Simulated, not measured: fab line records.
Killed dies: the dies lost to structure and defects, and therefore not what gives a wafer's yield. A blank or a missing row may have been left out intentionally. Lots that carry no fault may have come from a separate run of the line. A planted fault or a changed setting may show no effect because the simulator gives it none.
fab line records || flow berkeley-cmos170 || part 2 of 2: steps 25 to 32 of 32
record: {"lots": 5, "wafers": 15, "last-day": 12}
route steps=331 shown M2@276 V2@292
lots that met no fault: from a run of the same line without faults
start-h: start of the lot's first displayed wafer, in hours after the record's first day || wait-h: hours elapsed since this lot's preceding step || " unchanged from the row above || L1.1+2: a single row standing in for several wafers || - no value, or no start given || * or withheld: withheld || < > ~ a bound
route shown NAME@n: NAME is a module with steps in the file, n the number in the route of the first one || usual: mean and standard deviation over wafers with no fault || same: alike in all rows || chamber/n: place in a boat || sites: per-site readings || _std_site: how widely they spread, as a standard deviation || _edge_site: mean of outer sites minus mean of inner sites || radius-mm: how far each site lies from the wafer's centre || mask NAME#n: copy n || behind: the most recent tool/chamber to have shaped the wafer || hold: cause of the lot's hold/its duration in hours/its outcome || device: which transistor (n, p or np) failed to switch || end of line: at the end of the route, the tests of the same wafers || where a step has no rows: the recipe by itself || killed: not the wafer's yield, but the dies lost to structure and defects at the first sort || map: dies across one wafer; x = killed, . = not, _ = none there
set.NAME: setting as actually run; set.NAME@STEP: the setting as run at that earlier step || model.NAME: the simulator's own value behind a step, which no gauge read
a table for each step, a row for each wafer; lots at some steps of the route
services: when a tool's chamber went out of use (start-h, in hours from the record's first day, below 0 if earlier), for how many hours, and the reason
== steps ==
step: UCB170_V2_SOFTBAKE_08
recipe: {"resist": "KrF", "temp-c": 130, "time-s": 60}
usual: {"chill-plate-temp-C": "22.98/0.1", "resist-line-temp-C": "22.98/0.12"}
{"lot.wafer": "L076.2", "tool": "litho-track-01", "chamber": 0, "start-h": 200.31, "wait-h": 0.1, "chill-plate-temp-C": 22.97, "resist-line-temp-C": 22.94}
{"lot.wafer": "L076.4", "tool": "litho-track-01", "chamber": 0, "start-h": 200.31, "wait-h": 0.1, "chill-plate-temp-C": 23.08, "resist-line-temp-C": 23.08}
{"lot.wafer": "L076.5", "tool": "litho-track-01", "chamber": 0, "start-h": 200.31, "wait-h": 0.1, "chill-plate-temp-C": 23.03, "resist-line-temp-C": 23.06}
{"lot.wafer": "L081.1", "tool": "litho-track-01", "chamber": 0, "start-h": 218.98, "wait-h": 0.1, "chill-plate-temp-C": 23.22, "resist-line-temp-C": 22.93}
{"lot.wafer": "L081.4", "tool": "litho-track-01", "chamber": 0, "start-h": 218.98, "wait-h": 0.1, "chill-plate-temp-C": 23.19, "resist-line-temp-C": 22.88}
{"lot.wafer": "L081.6", "tool": "litho-track-01", "chamber": 0, "start-h": 218.98, "wait-h": 0.1, "chill-plate-temp-C": 23.25, "resist-line-temp-C": 22.74}
{"lot.wafer": "L083.4", "tool": "litho-track-01", "chamber": 0, "start-h": 249.46, "wait-h": 0.1, "chill-plate-temp-C": 22.90, "resist-line-temp-C": 23.03}
{"lot.wafer": "L083.5", "tool": "litho-track-01", "chamber": 0, "start-h": 249.46, "wait-h": 0.1, "chill-plate-temp-C": 23.08, "resist-line-temp-C": 22.84}
{"lot.wafer": "L083.6", "tool": "litho-track-01", "chamber": 0, "start-h": 249.46, "wait-h": 0.1, "chill-plate-temp-C": 23.05, "resist-line-temp-C": 22.92}
{"lot.wafer": "L089.1", "tool": "litho-track-03", "chamber": 0, "start-h": 280.56, "wait-h": 0.1, "chill-plate-temp-C": 22.96, "resist-line-temp-C": 22.83}
{"lot.wafer": "L089.2", "tool": "litho-track-03", "chamber": 0, "start-h": 280.56, "wait-h": 0.1, "chill-plate-temp-C": 22.95, "resist-line-temp-C": 23.06}
{"lot.wafer": "L089.4", "tool": "litho-track-03", "chamber": 0, "start-h": 280.56, "wait-h": 0.1, "chill-plate-temp-C": 23.14, "resist-line-temp-C": 22.77}
{"lot.wafer": "L092.1", "tool": "litho-track-02", "chamber": 0, "start-h": 284.15, "wait-h": 0.1, "chill-plate-temp-C": 23.00, "resist-line-temp-C": 23.12}
{"lot.wafer": "L092.3", "tool": "litho-track-02", "chamber": 0, "start-h": 284.15, "wait-h": 0.1, "chill-plate-temp-C": 23.00, "resist-line-temp-C": 23.02}
{"lot.wafer": "L092.6", "tool": "litho-track-02", "chamber": 0, "start-h": 284.15, "wait-h": 0.1, "chill-plate-temp-C": 22.88, "resist-line-temp-C": 23.00}
step: UCB170_V2_EXPOSE_09
recipe: {"mask-id": "VIA2", "target-cd-nm": 700, "na": 0.5, "sigma-outer": 0.6, "source-shape": "conventional", "dose-mj": 37}
{"lot.wafer": "L076.2+4+5", "tool": "krf-scanner-02", "chamber": 0, "start-h": 200.58, "wait-h": 0.2, "mask": "VIA2#0"}
{"lot.wafer": "L081.1+4+6", "tool": "krf-scanner-02", "chamber": 0, "start-h": 219.29, "wait-h": 0.3, "mask": "VIA2#0"}
{"lot.wafer": "L083.4+5+6", "tool": "krf-scanner-02", "chamber": 0, "start-h": 249.72, "wait-h": 0.2, "mask": "VIA2#0"}
{"lot.wafer": "L089.1+2+4", "tool": "krf-scanner-01", "chamber": 0, "start-h": 280.71, "wait-h": 0.1, "mask": "VIA2#0"}
{"lot.wafer": "L092.1+3+6", "tool": "krf-scanner-01", "chamber": 0, "start-h": 284.30, "wait-h": 0.1, "mask": "VIA2#0"}
step: UCB170_V2_PEB_10
recipe: {"peb-temp-c": 130, "peb-time-s": "withheld", "resist": "KrF"}
usual: {"chill-plate-temp-C": "23.00/0.11", "resist-line-temp-C": "23.02/0.12"}
{"lot.wafer": "L076.2", "tool": "litho-track-02", "chamber": 0, "start-h": 200.70, "wait-h": 0.1, "chill-plate-temp-C": 23.03, "resist-line-temp-C": 23.10}
{"lot.wafer": "L076.4", "tool": "litho-track-02", "chamber": 0, "start-h": 200.70, "wait-h": 0.1, "chill-plate-temp-C": 22.93, "resist-line-temp-C": 23.09}
{"lot.wafer": "L076.5", "tool": "litho-track-02", "chamber": 0, "start-h": 200.70, "wait-h": 0.1, "chill-plate-temp-C": 23.12, "resist-line-temp-C": 22.97}
{"lot.wafer": "L081.1", "tool": "litho-track-03", "chamber": 0, "start-h": 220.06, "wait-h": 0.8, "chill-plate-temp-C": 23.06, "resist-line-temp-C": 22.96}
{"lot.wafer": "L081.4", "tool": "litho-track-03", "chamber": 0, "start-h": 220.06, "wait-h": 0.8, "chill-plate-temp-C": 23.19, "resist-line-temp-C": 23.00}
{"lot.wafer": "L081.6", "tool": "litho-track-03", "chamber": 0, "start-h": 220.06, "wait-h": 0.8, "chill-plate-temp-C": 23.14, "resist-line-temp-C": 22.93}
{"lot.wafer": "L083.4", "tool": "litho-track-01", "chamber": 0, "start-h": 249.85, "wait-h": 0.1, "chill-plate-temp-C": 22.88, "resist-line-temp-C": 22.89}
{"lot.wafer": "L083.5", "tool": "litho-track-01", "chamber": 0, "start-h": 249.85, "wait-h": 0.1, "chill-plate-temp-C": 23.15, "resist-line-temp-C": 22.88}
{"lot.wafer": "L083.6", "tool": "litho-track-01", "chamber": 0, "start-h": 249.85, "wait-h": 0.1, "chill-plate-temp-C": 23.03, "resist-line-temp-C": 22.74}
{"lot.wafer": "L089.1", "tool": "litho-track-02", "chamber": 0, "start-h": 281.44, "wait-h": 0.7, "chill-plate-temp-C": 22.93, "resist-line-temp-C": 23.04}
{"lot.wafer": "L089.2", "tool": "litho-track-02", "chamber": 0, "start-h": 281.44, "wait-h": 0.7, "chill-plate-temp-C": 23.07, "resist-line-temp-C": 22.94}
{"lot.wafer": "L089.4", "tool": "litho-track-02", "chamber": 0, "start-h": 281.44, "wait-h": 0.7, "chill-plate-temp-C": 23.05, "resist-line-temp-C": 23.27}
{"lot.wafer": "L092.1", "tool": "litho-track-01", "chamber": 0, "start-h": 284.46, "wait-h": 0.1, "chill-plate-temp-C": 23.26, "resist-line-temp-C": 23.10}
{"lot.wafer": "L092.3", "tool": "litho-track-01", "chamber": 0, "start-h": 284.46, "wait-h": 0.1, "chill-plate-temp-C": 23.10, "resist-line-temp-C": 23.07}
{"lot.wafer": "L092.6", "tool": "litho-track-01", "chamber": 0, "start-h": 284.46, "wait-h": 0.1, "chill-plate-temp-C": 22.94, "resist-line-temp-C": 22.98}
step: UCB170_V2_DEVELOP_11
recipe: {"developer": "TMAH", "develop-time-s": 45, "resist": "KrF", "dev-temp-c": 21}
usual: {"chill-plate-temp-C": "23.00/0.1", "resist-line-temp-C": "23.02/0.098"}
same: {"develop-time-s": 45}
{"lot.wafer": "L076.2", "tool": "litho-track-02", "chamber": 0, "start-h": "-", "wait-h": "-", "chill-plate-temp-C": 22.84, "resist-line-temp-C": 23.09}
{"lot.wafer": "L076.4", "tool": "litho-track-02", "chamber": 0, "start-h": "-", "wait-h": "-", "chill-plate-temp-C": 22.92, "resist-line-temp-C": 22.92}
{"lot.wafer": "L076.5", "tool": "litho-track-02", "chamber": 0, "start-h": "-", "wait-h": "-", "chill-plate-temp-C": 23.11, "resist-line-temp-C": 23.07}
{"lot.wafer": "L081.1", "tool": "litho-track-03", "chamber": 0, "start-h": "-", "wait-h": "-", "chill-plate-temp-C": 22.85, "resist-line-temp-C": 23.01}
{"lot.wafer": "L081.4", "tool": "litho-track-03", "chamber": 0, "start-h": "-", "wait-h": "-", "chill-plate-temp-C": 22.83, "resist-line-temp-C": 23.06}
{"lot.wafer": "L081.6", "tool": "litho-track-03", "chamber": 0, "start-h": "-", "wait-h": "-", "chill-plate-temp-C": 22.96, "resist-line-temp-C": 23.04}
{"lot.wafer": "L083.4", "tool": "litho-track-01", "chamber": 0, "start-h": "-", "wait-h": "-", "chill-plate-temp-C": 22.93, "resist-line-temp-C": 23.07}
{"lot.wafer": "L083.5", "tool": "litho-track-01", "chamber": 0, "start-h": "-", "wait-h": "-", "chill-plate-temp-C": 23.17, "resist-line-temp-C": 22.91}
{"lot.wafer": "L083.6", "tool": "litho-track-01", "chamber": 0, "start-h": "-", "wait-h": "-", "chill-plate-temp-C": 23.04, "resist-line-temp-C": 23.11}
{"lot.wafer": "L089.1", "tool": "litho-track-02", "chamber": 0, "start-h": "-", "wait-h": "-", "chill-plate-temp-C": 23.07, "resist-line-temp-C": 23.08}
{"lot.wafer": "L089.2", "tool": "litho-track-02", "chamber": 0, "start-h": "-", "wait-h": "-", "chill-plate-temp-C": 23.08, "resist-line-temp-C": 23.20}
{"lot.wafer": "L089.4", "tool": "litho-track-02", "chamber": 0, "start-h": "-", "wait-h": "-", "chill-plate-temp-C": 22.97, "resist-line-temp-C": 23.17}
{"lot.wafer": "L092.1", "tool": "litho-track-01", "chamber": 0, "start-h": "-", "wait-h": "-", "chill-plate-temp-C": 22.88, "resist-line-temp-C": 23.11}
{"lot.wafer": "L092.3", "tool": "litho-track-01", "chamber": 0, "start-h": "-", "wait-h": "-", "chill-plate-temp-C": 22.97, "resist-line-temp-C": 22.91}
{"lot.wafer": "L092.6", "tool": "litho-track-01", "chamber": 0, "start-h": "-", "wait-h": "-", "chill-plate-temp-C": 22.92, "resist-line-temp-C": 23.01}
step: UCB170_V2_CD_MEAS_12
recipe: {"target-cd-nm": 700}
usual: {"cd-nm": "699.8/1.3"}
{"lot.wafer": "L076.2", "tool": "cd-sem-02", "chamber": "-", "start-h": 200.97, "wait-h": "-", "cd-nm": 701.8}
{"lot.wafer": "L076.4", "tool": "cd-sem-02", "chamber": "-", "start-h": 200.97, "wait-h": "-", "cd-nm": 700.7}
{"lot.wafer": "L076.5", "tool": "cd-sem-02", "chamber": "-", "start-h": 200.97, "wait-h": "-", "cd-nm": 701.7}
{"lot.wafer": "L081.1", "tool": "cd-sem-02", "chamber": "-", "start-h": 220.36, "wait-h": "-", "cd-nm": 700.2}
{"lot.wafer": "L081.4", "tool": "cd-sem-02", "chamber": "-", "start-h": 220.36, "wait-h": "-", "cd-nm": 700.2}
{"lot.wafer": "L081.6", "tool": "cd-sem-02", "chamber": "-", "start-h": 220.36, "wait-h": "-", "cd-nm": 699.7}
{"lot.wafer": "L083.4", "tool": "cd-sem-02", "chamber": "-", "start-h": 250.11, "wait-h": "-", "cd-nm": 699.6}
{"lot.wafer": "L083.5", "tool": "cd-sem-02", "chamber": "-", "start-h": 250.11, "wait-h": "-", "cd-nm": 699.6}
{"lot.wafer": "L083.6", "tool": "cd-sem-02", "chamber": "-", "start-h": 250.11, "wait-h": "-", "cd-nm": 698.6}
{"lot.wafer": "L089.1", "tool": "cd-sem-02", "chamber": "-", "start-h": 281.71, "wait-h": "-", "cd-nm": 699.0}
{"lot.wafer": "L089.2", "tool": "cd-sem-02", "chamber": "-", "start-h": 281.71, "wait-h": "-", "cd-nm": 700.0}
{"lot.wafer": "L089.4", "tool": "cd-sem-02", "chamber": "-", "start-h": 281.71, "wait-h": "-", "cd-nm": 698.6}
{"lot.wafer": "L092.1", "tool": "cd-sem-01", "chamber": "-", "start-h": 284.73, "wait-h": "-", "cd-nm": 698.7}
{"lot.wafer": "L092.3", "tool": "cd-sem-01", "chamber": "-", "start-h": 284.73, "wait-h": "-", "cd-nm": 698.2}
{"lot.wafer": "L092.6", "tool": "cd-sem-01", "chamber": "-", "start-h": 284.73, "wait-h": "-", "cd-nm": 698.6}
step: UCB170_V2_OVL_MEAS_13
usual: {"V2_OVL": "0/6"}
{"lot.wafer": "L076.2", "tool": "overlay-02", "chamber": "-", "start-h": 201.08, "wait-h": 0.1, "V2_OVL[nm]": 12}
{"lot.wafer": "L076.4", "tool": "overlay-02", "chamber": "-", "start-h": 201.08, "wait-h": 0.1, "V2_OVL[nm]": 16}
{"lot.wafer": "L076.5", "tool": "overlay-02", "chamber": "-", "start-h": 201.08, "wait-h": 0.1, "V2_OVL[nm]": 17}
{"lot.wafer": "L081.1", "tool": "overlay-02", "chamber": "-", "start-h": 220.48, "wait-h": 0.1, "V2_OVL[nm]": 4}
{"lot.wafer": "L081.4", "tool": "overlay-02", "chamber": "-", "start-h": 220.48, "wait-h": 0.1, "V2_OVL[nm]": 8}
{"lot.wafer": "L081.6", "tool": "overlay-02", "chamber": "-", "start-h": 220.48, "wait-h": 0.1, "V2_OVL[nm]": 5}
{"lot.wafer": "L083.4", "tool": "overlay-01", "chamber": "-", "start-h": 250.19, "wait-h": 0.1, "V2_OVL[nm]": 4}
{"lot.wafer": "L083.5", "tool": "overlay-01", "chamber": "-", "start-h": 250.19, "wait-h": 0.1, "V2_OVL[nm]": 4}
{"lot.wafer": "L083.6", "tool": "overlay-01", "chamber": "-", "start-h": 250.19, "wait-h": 0.1, "V2_OVL[nm]": 5}
{"lot.wafer": "L089.1", "tool": "overlay-02", "chamber": "-", "start-h": 281.83, "wait-h": 0.1, "V2_OVL[nm]": -5}
{"lot.wafer": "L089.2", "tool": "overlay-02", "chamber": "-", "start-h": 281.83, "wait-h": 0.1, "V2_OVL[nm]": -5}
{"lot.wafer": "L089.4", "tool": "overlay-02", "chamber": "-", "start-h": 281.83, "wait-h": 0.1, "V2_OVL[nm]": -8}
{"lot.wafer": "L092.1", "tool": "overlay-02", "chamber": "-", "start-h": 284.85, "wait-h": 0.1, "V2_OVL[nm]": 1}
{"lot.wafer": "L092.3", "tool": "overlay-02", "chamber": "-", "start-h": 284.85, "wait-h": 0.1, "V2_OVL[nm]": 3}
{"lot.wafer": "L092.6", "tool": "overlay-02", "chamber": "-", "start-h": 284.85, "wait-h": 0.1, "V2_OVL[nm]": -7}
step: UCB170_V2_ETCH_14
recipe: {"chemistry": "CHF3/CF4/Ar", "target": "SiO2", "stop-on": "Al", "CHF3_flow_sccm": 45, "cf4-flow-sccm": 15, "Ar_flow_sccm": 150, "pressure-mtorr": 200, "rf-w": 700, "target-depth-a": 12500, "over-etch-frac": 0.25, "time-s": 291}
usual: {"drypump-motor-current-A": "5.6/0.35", "oes-product-au": "0.873/0.012", "throttle-valve-pct": "6.97/0.14"}
{"lot.wafer": "L076.2", "tool": "rie-diel-03", "chamber": 3, "start-h": 201.11, "wait-h": 0.0, "drypump-motor-current-A": 5.6, "oes-product-au": 0.860, "rf-hours-counter-h": 96, "throttle-valve-pct": 6.77}
{"lot.wafer": "L076.4", "tool": "rie-diel-03", "chamber": 2, "start-h": 201.11, "wait-h": 0.0, "drypump-motor-current-A": 5.6, "oes-product-au": 0.890, "rf-hours-counter-h": 60, "throttle-valve-pct": 6.77}
{"lot.wafer": "L076.5", "tool": "rie-diel-03", "chamber": 0, "start-h": 201.11, "wait-h": 0.0, "drypump-motor-current-A": 5.9, "oes-product-au": 0.883, "rf-hours-counter-h": "-", "throttle-valve-pct": 6.93}
{"lot.wafer": "L081.1", "tool": "rie-diel-03", "chamber": 1, "start-h": 220.52, "wait-h": 0.0, "drypump-motor-current-A": 5.9, "oes-product-au": 0.865, "rf-hours-counter-h": 12, "throttle-valve-pct": 7.10}
{"lot.wafer": "L081.4", "tool": "rie-diel-03", "chamber": 2, "start-h": 220.52, "wait-h": 0.0, "drypump-motor-current-A": 5.6, "oes-product-au": 0.896, "rf-hours-counter-h": 62, "throttle-valve-pct": 6.76}
{"lot.wafer": "L081.6", "tool": "rie-diel-03", "chamber": 0, "start-h": 220.52, "wait-h": 0.0, "drypump-motor-current-A": 5.9, "oes-product-au": 0.886, "rf-hours-counter-h": "-", "throttle-valve-pct": 6.94}
{"lot.wafer": "L083.4", "tool": "rie-diel-02", "chamber": 0, "start-h": 250.30, "wait-h": 0.1, "drypump-motor-current-A": 5.8, "oes-product-au": 0.872, "rf-hours-counter-h": "-", "throttle-valve-pct": 7.00}
{"lot.wafer": "L083.5", "tool": "rie-diel-02", "chamber": 3, "start-h": 250.30, "wait-h": 0.1, "drypump-motor-current-A": 6.1, "oes-product-au": 0.872, "rf-hours-counter-h": "-", "throttle-valve-pct": 7.11}
{"lot.wafer": "L083.6", "tool": "rie-diel-02", "chamber": 2, "start-h": 250.30, "wait-h": 0.1, "drypump-motor-current-A": 6.2, "oes-product-au": 0.873, "rf-hours-counter-h": "-", "throttle-valve-pct": 6.93}
{"lot.wafer": "L089.1", "tool": "rie-diel-01", "chamber": 2, "start-h": 281.87, "wait-h": 0.0, "drypump-motor-current-A": 5.3, "oes-product-au": 0.866, "rf-hours-counter-h": 10, "throttle-valve-pct": 6.99}
{"lot.wafer": "L089.2", "tool": "rie-diel-01", "chamber": 0, "start-h": 281.87, "wait-h": 0.0, "drypump-motor-current-A": 5.0, "oes-product-au": 0.869, "rf-hours-counter-h": 10, "throttle-valve-pct": 6.91}
{"lot.wafer": "L089.4", "tool": "rie-diel-01", "chamber": 3, "start-h": 281.87, "wait-h": 0.0, "drypump-motor-current-A": 5.3, "oes-product-au": 0.844, "rf-hours-counter-h": 3, "throttle-valve-pct": 6.93}
{"lot.wafer": "L092.1", "tool": "rie-diel-03", "chamber": 0, "start-h": 284.89, "wait-h": 0.0, "drypump-motor-current-A": 5.9, "oes-product-au": 0.881, "rf-hours-counter-h": 26, "throttle-valve-pct": 6.94}
{"lot.wafer": "L092.3", "tool": "rie-diel-03", "chamber": 1, "start-h": 284.89, "wait-h": 0.0, "drypump-motor-current-A": 6.0, "oes-product-au": 0.879, "rf-hours-counter-h": 15, "throttle-valve-pct": 7.08}
{"lot.wafer": "L092.6", "tool": "rie-diel-03", "chamber": 2, "start-h": 284.89, "wait-h": 0.0, "drypump-motor-current-A": 5.6, "oes-product-au": 0.900, "rf-hours-counter-h": "-", "throttle-valve-pct": 6.76}
step: UCB170_V2_STRIP_15
recipe: {"chemistry": "O2", "power-w": 400, "pressure-mtorr": 3500, "platen-temp-c": "withheld", "o2-flow-sccm": 400, "overash-fraction": 0.5}
usual: {"drypump-motor-current-A": "5.4/0.39", "oes-product-au": "0.722/0.0044", "strip-time-to-endpoint-s": "15.26/0.11"}
{"lot.wafer": "L076.2", "tool": "plasma-asher-03", "chamber": 0, "start-h": 201.29, "wait-h": 0.1, "drypump-motor-current-A": 4.8, "oes-product-au": 0.723, "rf-hours-counter-h": 9, "strip-time-to-endpoint-s": 15.27}
{"lot.wafer": "L076.4", "tool": "plasma-asher-03", "chamber": 1, "start-h": 201.29, "wait-h": 0.1, "drypump-motor-current-A": 5.6, "oes-product-au": 0.726, "rf-hours-counter-h": "-", "strip-time-to-endpoint-s": 15.36}
{"lot.wafer": "L076.5", "tool": "plasma-asher-03", "chamber": 1, "start-h": 201.29, "wait-h": 0.1, "drypump-motor-current-A": 5.5, "oes-product-au": 0.728, "rf-hours-counter-h": "-", "strip-time-to-endpoint-s": 15.42}
{"lot.wafer": "L081.1", "tool": "plasma-asher-03", "chamber": 0, "start-h": 220.70, "wait-h": 0.1, "drypump-motor-current-A": 4.8, "oes-product-au": 0.724, "rf-hours-counter-h": 11, "strip-time-to-endpoint-s": 15.11}
{"lot.wafer": "L081.4", "tool": "plasma-asher-03", "chamber": 1, "start-h": 220.70, "wait-h": 0.1, "drypump-motor-current-A": 5.7, "oes-product-au": 0.723, "rf-hours-counter-h": "-", "strip-time-to-endpoint-s": 15.23}
{"lot.wafer": "L081.6", "tool": "plasma-asher-03", "chamber": 0, "start-h": 220.70, "wait-h": 0.1, "drypump-motor-current-A": 4.8, "oes-product-au": 0.715, "rf-hours-counter-h": "-", "strip-time-to-endpoint-s": 15.10}
{"lot.wafer": "L083.4", "tool": "plasma-asher-02", "chamber": 0, "start-h": 250.42, "wait-h": 0.0, "drypump-motor-current-A": 5.6, "oes-product-au": 0.721, "rf-hours-counter-h": "-", "strip-time-to-endpoint-s": 15.03}
{"lot.wafer": "L083.5", "tool": "plasma-asher-02", "chamber": 0, "start-h": 250.42, "wait-h": 0.0, "drypump-motor-current-A": 5.6, "oes-product-au": 0.721, "rf-hours-counter-h": "-", "strip-time-to-endpoint-s": 15.26}
{"lot.wafer": "L083.6", "tool": "plasma-asher-02", "chamber": 1, "start-h": 250.42, "wait-h": 0.0, "drypump-motor-current-A": 5.1, "oes-product-au": 0.721, "rf-hours-counter-h": "-", "strip-time-to-endpoint-s": 15.12}
{"lot.wafer": "L089.1", "tool": "plasma-asher-02", "chamber": 0, "start-h": 282.05, "wait-h": 0.1, "drypump-motor-current-A": 5.6, "oes-product-au": 0.727, "rf-hours-counter-h": 55, "strip-time-to-endpoint-s": 15.32}
{"lot.wafer": "L089.2", "tool": "plasma-asher-02", "chamber": 1, "start-h": 282.05, "wait-h": 0.1, "drypump-motor-current-A": 5.1, "oes-product-au": 0.720, "rf-hours-counter-h": 55, "strip-time-to-endpoint-s": 15.33}
{"lot.wafer": "L089.4", "tool": "plasma-asher-02", "chamber": 0, "start-h": 282.05, "wait-h": 0.1, "drypump-motor-current-A": 5.6, "oes-product-au": 0.719, "rf-hours-counter-h": "-", "strip-time-to-endpoint-s": 15.32}
{"lot.wafer": "L092.1", "tool": "plasma-asher-03", "chamber": 1, "start-h": 285.07, "wait-h": 0.1, "drypump-motor-current-A": 5.6, "oes-product-au": 0.720, "rf-hours-counter-h": 18, "strip-time-to-endpoint-s": 15.43}
{"lot.wafer": "L092.3", "tool": "plasma-asher-03", "chamber": 1, "start-h": 285.07, "wait-h": 0.1, "drypump-motor-current-A": 5.7, "oes-product-au": 0.723, "rf-hours-counter-h": "-", "strip-time-to-endpoint-s": 15.31}
{"lot.wafer": "L092.6", "tool": "plasma-asher-03", "chamber": 1, "start-h": 285.07, "wait-h": 0.1, "drypump-motor-current-A": 5.6, "oes-product-au": 0.721, "rf-hours-counter-h": "-", "strip-time-to-endpoint-s": 15.41}
== services ==
{"tool": "krf-scanner-02", "chamber": "-", "start-h": 175.53, "hours": 2.8, "kind": "repair"}
{"tool": "rie-metal-02", "chamber": "-", "start-h": 180.83, "hours": 0.5, "kind": "repair"}
{"tool": "rie-metal-01", "chamber": "-", "start-h": 181.37, "hours": 2.8, "kind": "pm"}
{"tool": "rie-diel-02", "chamber": 3, "start-h": 186.09, "hours": 5.8, "kind": "repair"}
{"tool": "rie-diel-04", "chamber": 3, "start-h": 190.22, "hours": 3.0, "kind": "repair"}
{"tool": "rie-diel-02", "chamber": 3, "start-h": 195.45, "hours": 7.5, "kind": "repair"}
{"tool": "cmp-02", "chamber": "-", "start-h": 201.93, "hours": 1.3, "kind": "repair"}
{"tool": "cmp-01", "chamber": "-", "start-h": 202.00, "hours": 0.3, "kind": "repair"}
{"tool": "krf-scanner-02", "chamber": "-", "start-h": 206.40, "hours": 1.8, "kind": "repair"}
{"tool": "pecvd-01", "chamber": 2, "start-h": 208.04, "hours": 8.9, "kind": "repair"}
{"tool": "krf-scanner-01", "chamber": "-", "start-h": 208.26, "hours": 0.8, "kind": "pm"}
{"tool": "cmp-01", "chamber": "-", "start-h": 221.75, "hours": 0.9, "kind": "repair"}
{"tool": "krf-scanner-02", "chamber": "-", "start-h": 230.79, "hours": 1.0, "kind": "pm"}
{"tool": "cmp-01", "chamber": "-", "start-h": 232.00, "hours": 4.0, "kind": "pm"}
{"tool": "plasma-asher-03", "chamber": "-", "start-h": 233.96, "hours": 5.4, "kind": "repair"}
{"tool": "cmp-02", "chamber": "-", "start-h": 236.00, "hours": 4.9, "kind": "pm"}
{"tool": "plasma-asher-04", "chamber": "-", "start-h": 238.41, "hours": 0.7, "kind": "repair"}
{"tool": "rie-diel-03", "chamber": 1, "start-h": 239.10, "hours": 4.1, "kind": "repair"}
{"tool": "pecvd-01", "chamber": "-", "start-h": 239.42, "hours": 1.0, "kind": "repair"}
{"tool": "pecvd-03", "chamber": "-", "start-h": 243.30, "hours": 1.3, "kind": "repair"}
{"tool": "rie-diel-02", "chamber": 1, "start-h": 247.23, "hours": 30.3, "kind": "repair"}
{"tool": "krf-scanner-01", "chamber": "-", "start-h": 249.43, "hours": 1.0, "kind": "pm"}
{"tool": "pecvd-01", "chamber": "-", "start-h": 271.23, "hours": 6.0, "kind": "pm"}
{"tool": "rie-diel-03", "chamber": 3, "start-h": 283.32, "hours": 8.3, "kind": "repair"}
